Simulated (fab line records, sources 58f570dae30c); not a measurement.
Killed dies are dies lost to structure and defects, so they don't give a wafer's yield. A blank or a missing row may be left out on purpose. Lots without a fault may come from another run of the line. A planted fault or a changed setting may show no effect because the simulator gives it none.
fab line records | flow berkeley_cmos170
record lots=14 wafers=42 last_day=12
route steps=331 shown GATE@125 FIELD@126 SILICIDE@214 V1@255 M3@311
lots that met no fault: from a run of the same line without faults
start_h: hours from the record's first day to the start of the lot's first wafer shown | wait_h: hours since the lot's step before | " the same as in the row above | L1.1+2: a row that stands for several wafers | - no value, or no start given | * or withheld: withheld | < > ~ a bound
route shown NAME@n: a module of which the file shows steps, and the number in the route of the first | usual: mean/standard deviation of fault-free wafers | same: alike in all rows | chamber/n: place in a boat | sites: the reading at each site | _std_site: their standard deviation | _edge_site: outer sites' mean less inner sites' | radius_mm: how far each site lies from the wafer's centre | mask NAME#n: copy n | behind: the tool/chamber that last shaped the wafer | hold: why the lot was held/for how many hours/how that ended | device: the transistor (n, p or np) that didn't switch | end of line: the same wafers' tests at the end of the route | a step without rows: its recipe alone | killed: dies lost to structure and defects at the first sort, not the wafer's yield | map: a wafer's dies, x killed, . not, _ none there
set.NAME: the setting as run; set.NAME@STEP: as run at that earlier step | model.NAME: the simulator's own value behind a step, which no gauge read
steps of the route over a sample of lots; a table a step, a row a wafer
services: from which hour (start_h, from the record's first day; less than 0 if before it) a tool's chamber was out of use, for how many hours, and why
## steps
# step UCB170_GATE_WET_ETCH_00
# recipe chemistry=dHF dilution=25:1 target=SiO2 temp_c=25 time_s=200
# usual bath_heat_duty_pct=6.2/0.68 run_length_s=229/3.4
# columns lot.wafer tool chamber start_h wait_h bath_heat_duty_pct run_length_s
L953.2 wet_bench-04 2 110.23 0.3 5.9 231
L953.3 " 2 " " 5.4 231
L953.6 " 2 " " 5.1 231
L954.2 wet_bench-03 0 116.60 0.0 6.8 228
L954.4 " 0 " " 7.4 228
L954.6 " 0 " " 6.7 228
L960.3 wet_bench-04 3 149.02 0.0 - -
L960.4 " 3 " " - -
L960.6 " 3 " " - -
L964.2 wet_bench-04 1 155.87 0.0 - -
L964.3 " 1 " " - -
L964.5 " 1 " " - -
L962.1 wet_bench-04 0 156.15 0.1 6.4 227
L962.4 " 0 " " 6.0 227
L962.5 " 0 " " 7.2 227
L959.2 wet_bench-04 3 156.42 0.2 5.7 224
L959.4 " 3 " " 5.0 224
L959.6 " 3 " " 6.5 224
L961.2 wet_bench-04 2 156.48 0.1 5.7 223
L961.4 " 2 " " 4.9 223
L961.6 " 2 " " 5.0 223
L968.1 wet_bench-03 1 195.22 0.1 6.5 233
L968.4 " 1 " " 6.0 233
L968.6 " 1 " " 5.5 233
L969.3 wet_bench-03 0 195.46 0.0 6.1 234
L969.5 " 0 " " 6.6 234
L969.6 " 0 " " 7.2 234
L971.1 wet_bench-04 2 206.47 0.1 6.6 231
L971.5 " 2 " " 6.0 231
L971.6 " 2 " " 5.9 231
L972.1 wet_bench-01 0 206.90 0.1 6.1 225
L972.4 " 0 " " 5.5 225
L972.5 " 0 " " 5.4 225
L973.1 wet_bench-03 2 216.71 0.1 6.3 232
L973.5 " 2 " " 7.4 232
L973.6 " 2 " " 6.7 232
L974.1 wet_bench-03 2 216.99 0.1 6.4 231
L974.2 " 2 " " 6.7 231
L974.6 " 2 " " 6.0 231
L975.2 wet_bench-03 3 229.19 2.0 6.5 232
L975.3 " 3 " " 6.9 232
L975.4 " 3 " " 6.7 232
# step UCB170_FIELD_THK_MEAS_91
# recipe reads=SiO2_of_FIELD_OXIDATION_01
# usual FIELD_OXIDE_LEFT_2_THK=353/11
# columns lot.wafer tool chamber start_h wait_h FIELD_OXIDE_LEFT_2_THK[nm]
L953.2 film_metro-02 - 110.37 0.0 352
L953.3 " - " " 350
L953.6 " - " " 342
L954.2 film_metro-02 - 116.67 0.0 346
L954.4 " - " " 354
L954.6 " - " " 353
L960.3 film_metro-04 - 149.10 0.0 395
L960.4 " - " " 397
L960.6 " - " " 409
L964.2 film_metro-02 - 155.95 0.0 391
L964.3 " - " " 390
L964.5 " - " " 401
L962.1 film_metro-02 - 156.21 0.0 344
L962.4 " - " " 347
L962.5 " - " " 362
L959.2 film_metro-02 - 156.49 0.0 343
L959.4 " - " " 344
L959.6 " - " " 342
L961.2 film_metro-03 - 156.56 0.0 363
L961.4 " - " " 364
L961.6 " - " " 359
L968.1 film_metro-04 - 195.29 0.0 372
L968.4 " - " " 362
L968.6 " - " " 369
L969.3 film_metro-04 - 195.55 0.0 375
L969.5 " - " " 370
L969.6 " - " " 372
L971.1 film_metro-03 - 206.54 0.0 352
L971.5 " - " " 347
L971.6 " - " " 353
L972.1 film_metro-03 - 206.96 0.0 339
L972.4 " - " " 344
L972.5 " - " " 335
L973.1 film_metro-02 - 216.78 0.0 342
L973.5 " - " " 351
L973.6 " - " " 345
L974.1 film_metro-02 - 217.06 0.0 359
L974.2 " - " " 356
L974.6 " - " " 360
L975.2 film_metro-02 - 229.27 0.0 339
L975.3 " - " " 350
L975.4 " - " " 332
# step UCB170_SILICIDE_RTA_04
# recipe temp_c=650 time_s=15 ambient=N2
# usual chamber_o2_ppm=2.003/0.021 lamp_power_pct=10.6/0.48 wafer_temp_C_max=652.0/0.46
# columns lot.wafer tool chamber start_h wait_h chamber_o2_ppm lamp_power_pct wafer_temp_C_max
L953.2 rtp_anneal-01 0 135.68 0.1 1.999 10.2 653.4
L953.3 " 0 " " 2.002 10.1 652.2
L953.6 " 0 " " 1.980 10.2 652.3
L954.2 rtp_anneal-01 0 143.12 0.1 2.002 10.1 652.1
L954.4 " 0 " " 2.045 10.1 651.6
L954.6 " 0 " " 2.001 10.1 651.8
L962.1 rtp_anneal-02 0 184.84 0.1 2.005 11.1 651.5
L962.4 " 0 " " 2.005 11.1 651.4
L962.5 " 0 " " 1.986 11.1 652.3
L961.2 rtp_anneal-01 0 185.42 0.1 1.987 10.1 651.6
L961.4 " 0 " " 1.983 10.1 652.3
L961.6 " 0 " " 1.987 10.1 652.3
L959.2 rtp_anneal-02 0 185.77 0.1 2.021 11.1 652.5
L959.4 " 0 " " 1.978 11.1 652.2
L959.6 " 0 " " 2.007 11.1 652.4
L969.3 rtp_anneal-01 0 230.40 0.1 2.010 10.2 652.2
L969.5 " 0 " " 2.010 10.2 653.0
L969.6 " 0 " " 2.010 10.1 652.0
L968.1 rtp_anneal-02 0 230.82 0.1 1.988 11.1 651.5
L968.4 " 0 " " 2.041 11.1 652.1
L968.6 " 0 " " 2.011 11.1 651.7
L972.1 rtp_anneal-02 0 235.91 0.1 1.992 11.1 652.3
L972.4 " 0 " " 1.996 11.1 652.5
L972.5 " 0 " " 1.986 11.1 651.9
L971.1 rtp_anneal-02 0 236.32 0.1 2.017 11.1 652.0
L971.5 " 0 " " 1.994 11.1 652.0
L971.6 " 0 " " 2.007 11.1 652.7
L973.1 rtp_anneal-02 0 245.84 0.1 2.000 11.1 652.6
L973.5 " 0 " " 1.998 11.1 652.3
L973.6 " 0 " " 2.016 11.1 651.5
L974.1 rtp_anneal-01 0 246.10 0.1 2.023 10.1 652.0
L974.2 " 0 " " 2.002 10.2 651.4
L974.6 " 0 " " 2.023 10.1 652.1
L975.2 rtp_anneal-02 0 254.73 0.1 1.995 11.1 652.0
L975.3 " 0 " " 1.977 11.1 653.2
L975.4 " 0 " " 1.982 11.1 652.7
# step UCB170_V1_THK_MEAS_01
# recipe reads=SiO2_of_V1_CVD_00
# usual V1_TEOS_THK=1995/31
# columns lot.wafer tool chamber start_h wait_h V1_TEOS_THK[nm]
L953.2 film_metro-01 - 148.04 0.1 1970
L953.3 " - " " 1988
L953.6 " - " " 2031
L954.2 film_metro-04 - 157.32 0.1 1991
L954.4 " - " " 2052
L954.6 " - " " 2007
L962.1 film_metro-04 - 199.30 0.1 2010
L962.4 " - " " 2011
L962.5 " - " " 2028
L961.2 film_metro-01 - 199.31 0.1 2021
L961.4 " - " " 2022
L961.6 " - " " 2032
L959.2 film_metro-04 - 199.46 0.1 2017
L959.4 " - " " 2053
L959.6 " - " " 2030
L968.1 film_metro-04 - 243.16 0.1 2049
L968.4 " - " " 2053
L968.6 " - " " 2053
L969.3 film_metro-01 - 243.26 0.1 2010
L969.5 " - " " 1930
L969.6 " - " " 1996
L971.1 film_metro-02 - 252.43 0.1 1993
L971.5 " - " " 2037
L971.6 " - " " 2016
L972.1 film_metro-04 - 252.58 0.1 1964
L972.4 " - " " 1977
L972.5 " - " " 2037
L973.1 film_metro-01 - 258.90 0.1 1920
L973.5 " - " " 2003
L973.6 " - " " 1963
L974.1 film_metro-04 - 258.90 0.1 1978
L974.2 " - " " 2005
L974.6 " - " " 2026
L975.2 film_metro-01 - 265.81 0.1 1970
L975.3 " - " " 1973
L975.4 " - " " 1961
# step UCB170_M3_RS_MEAS_02
# recipe thk_meas_gauge=four-point-probe reads=Al_of_M3_SPUTTER_01
# usual M3_AL_RS=0.0323/0.00046
# columns lot.wafer tool chamber start_h wait_h M3_AL_RS[ohm/sq]
L953.2 film_metro-01 - 158.52 0.1 0.0327
L953.3 " - " " 0.0321
L953.6 " - " " 0.0327
L954.2 film_metro-01 - 165.81 0.1 0.0325
L954.4 " - " " 0.0319
L954.6 " - " " 0.0321
L962.1 film_metro-02 - 206.67 0.0 0.0322
L962.4 " - " " 0.0318
L962.5 " - " " 0.0321
L961.2 film_metro-02 - 207.65 0.1 0.0320
L961.4 " - " " 0.0318
L961.6 " - " " 0.0319
L959.2 film_metro-03 - 208.20 0.1 0.0323
L959.4 " - " " 0.0323
L959.6 " - " " 0.0319
L969.3 film_metro-02 - 252.64 0.1 0.0331
L969.5 " - " " 0.0328
L969.6 " - " " 0.0323
L968.1 film_metro-02 - 254.35 0.0 0.0326
L968.4 " - " " 0.0334
L968.6 " - " " 0.0329
L971.1 film_metro-03 - 261.06 0.0 0.0328
L971.5 " - " " 0.0323
L971.6 " - " " 0.0323
L972.1 film_metro-01 - 261.25 0.0 0.0325
L972.4 " - " " 0.0325
L972.5 " - " " 0.0338
L973.1 film_metro-03 - 270.46 0.0 0.0324
L973.5 " - " " 0.0320
L973.6 " - " " 0.0320
L974.1 film_metro-02 - 270.58 0.0 0.0329
L974.2 " - " " 0.0320
L974.6 " - " " 0.0318
L975.2 film_metro-03 - 280.96 0.1 0.0332
L975.3 " - " " 0.0325
L975.4 " - " " 0.0322
## services
# columns tool chamber start_h hours kind
wet_bench-04 - 202.64 1.9 pm
rtp_anneal-01 - 213.09 4.6 pm
## key
first_sign step=UCB170_GATE_WET_ETCH_00 reading=tool_record direction=missing
effect step=UCB170_FIELD_THK_MEAS_91 reading=FIELD_OXIDE_LEFT_2_THK direction=up sigmas=4.1 usual=353 struck=397
met_at UCB170_GATE_WET_ETCH_00
struck_lots L960,L964
later_rows_left_out L960.3,L960.4,L960.6,L964.2,L964.3,L964.5
sort_left_out L960.3,L960.4,L960.6,L964.2,L964.3,L964.5
tester_left_out L960,L964
not_acting_at UCB170_SILICIDE_RTA_04,UCB170_V1_THK_MEAS_01,UCB170_M3_RS_MEAS_02
onset_between 110.23 149.02
fault kind=skipped_step_whole tool=wet_bench-04 chamber=- onset_h=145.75 steps=UCB170_GATE_WET_ETCH_00 scope=struck_lots_only
# tester_left_out: of these lots the tester's yield and bins aren't shown, on N5 and GAA mostly nor the transistor test; their killed dies are dies lost to structure and defects alone, not to doping, threshold or leakage, so they don't give the yield
# sort_left_out: the simulated sort isn't trusted on such a fault, so these wafers' sort isn't shown, and their yield isn't known
# later_rows_left_out: the simulator's readings of these wafers behind a module that went badly wrong aren't trusted and aren't shown, but for the sort
